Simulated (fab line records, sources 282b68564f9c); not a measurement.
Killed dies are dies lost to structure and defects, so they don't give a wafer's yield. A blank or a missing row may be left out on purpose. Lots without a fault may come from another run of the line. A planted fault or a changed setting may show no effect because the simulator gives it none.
A struck lot beside a sound one | flow rit_cmos | 22 steps out of a route of 202
Sound: wafers L574.1, L574.4, L574.6. Struck: wafers L577.1, L577.2, L577.6. The cause comes at the end.
At each step with rows: each side's tool, then ch and its chambers, then its first start. Under that, the readings that differ: sound wafers | struck wafers | difference of the means | sigmas: that difference in standard deviations of wafers without a fault.
alike: readings whose means differ by less than 2 such deviations, and words and numbers that are the same on both sides. not compared: withheld readings, readings that some wafer has no value for, bounds like >300 that may hide the same value, and numbers for which the record gives no deviation and whose values overlap.
The two part at a step that has a row with sigmas, a row that says differs or no value, or rows on one side only. Numbers that don't overlap but have no deviation are shown without sigmas and don't part them. A reading that every wafer of one side lacks parts them only if that side has two wafers or more.

first, 2 steps without rows for these wafers: RIT_NSD_HARDBAKE_07 (time 60 s); RIT_NSD_IMPLANT_08.
RIT_NSD_STRIP_09: strips in O2, time 180 s.
  sound on plasma_asher-01 ch 0,1, day 3 22:59; struck on plasma_asher-04 ch 0,1, day 4 08:57
  alike: drypump_motor_current_A
  not compared: rf_hours_counter_h
RIT_NSD_TW_MEAS_10:
  sound on film_metro-03, day 3 23:10; struck on film_metro-02, day 4 09:08
  alike: NSD_TW
then, 6 steps without rows for these wafers: RIT_PSD_HMDS_00 (prime time 60 s); RIT_PSD_COAT_01 (resist thk 1000 nm); RIT_PSD_SOFTBAKE_02 (time 60 s); RIT_PSD_EXPOSE_03 (exposes mask M10, target cd 40900 nm); RIT_PSD_PEB_04; RIT_PSD_DEVELOP_05 (develop time 50 s).
RIT_PSD_OVL_MEAS_06:
  sound on overlay-01, day 4 00:04; struck on overlay-02, day 4 10:02
  alike: PSD_OVL
then, 1 step without rows for these wafers: RIT_PSD_HARDBAKE_07 (time 60 s).
RIT_PSD_IMPLANT_08:
  sound on implanter-01 ch 0, day 4 00:17; struck on implanter-02 ch 0, day 4 10:14
RIT_PSD_STRIP_09: strips in O2, time 180 s.
  sound on plasma_asher-04 ch 0,1, day 4 00:26; struck on plasma_asher-01 ch 0,1, day 4 10:23
  alike: drypump_motor_current_A
  not compared: rf_hours_counter_h
RIT_PSD_TW_MEAS_10:
  sound on film_metro-02, day 4 00:37; struck on film_metro-03, day 4 10:33
  reading | sound          | struck         | difference | sigmas
  PSD_TW  | 3475 3457 3458 | 3388 3388 3392 | -74        | -4
then, 3 steps without rows for these wafers: RIT_SDANNEAL_CLEAN_00 (cleans in SC1, time 600 s); RIT_SDANNEAL_CLEAN_01 (cleans in dHF, time 30 s); RIT_SDANNEAL_CLEAN_02 (cleans in SC2, time 600 s).
RIT_SDANNEAL_RTA_03: time 5 s.
  sound on rtp_anneal-01 ch 0, day 4 01:02; struck on rtp_anneal-01 ch 0, day 4 11:09
  alike: chamber_o2_ppm, ramp_down_c_per_s, wafer_temp_C_max
RIT_SDANNEAL_RS_MEAS_04: measures by four-point-probe.
  sound on film_metro-02, day 4 01:06; struck on film_metro-02, day 4 11:13
  reading         | sound                | struck               | difference | sigmas
  PSD_RS (ohm/sq) | 116.35 116.47 116.54 | 117.73 118.10 117.49 | +1.32      | +5
RIT_SDANNEAL_RS_MEAS_05: measures by four-point-probe.
  sound on film_metro-02, day 4 01:13; struck on film_metro-02, day 4 11:20
  alike: NSD_RS
RIT_M1_PROBE_99:
  sound on prober-01, day 4 08:28; struck on prober-02, day 4 18:46
  alike: killed_at_contacts, killed_at_front_end, killed_dies, killed_open, killed_short

WHERE THEY PART
First at RIT_PSD_TW_MEAS_10; last, within this record, at RIT_SDANNEAL_RS_MEAS_04. Later steps at which nothing parts them and some readings are alike: RIT_SDANNEAL_RS_MEAS_05, RIT_M1_PROBE_99.

WHY: what the simulator had put in
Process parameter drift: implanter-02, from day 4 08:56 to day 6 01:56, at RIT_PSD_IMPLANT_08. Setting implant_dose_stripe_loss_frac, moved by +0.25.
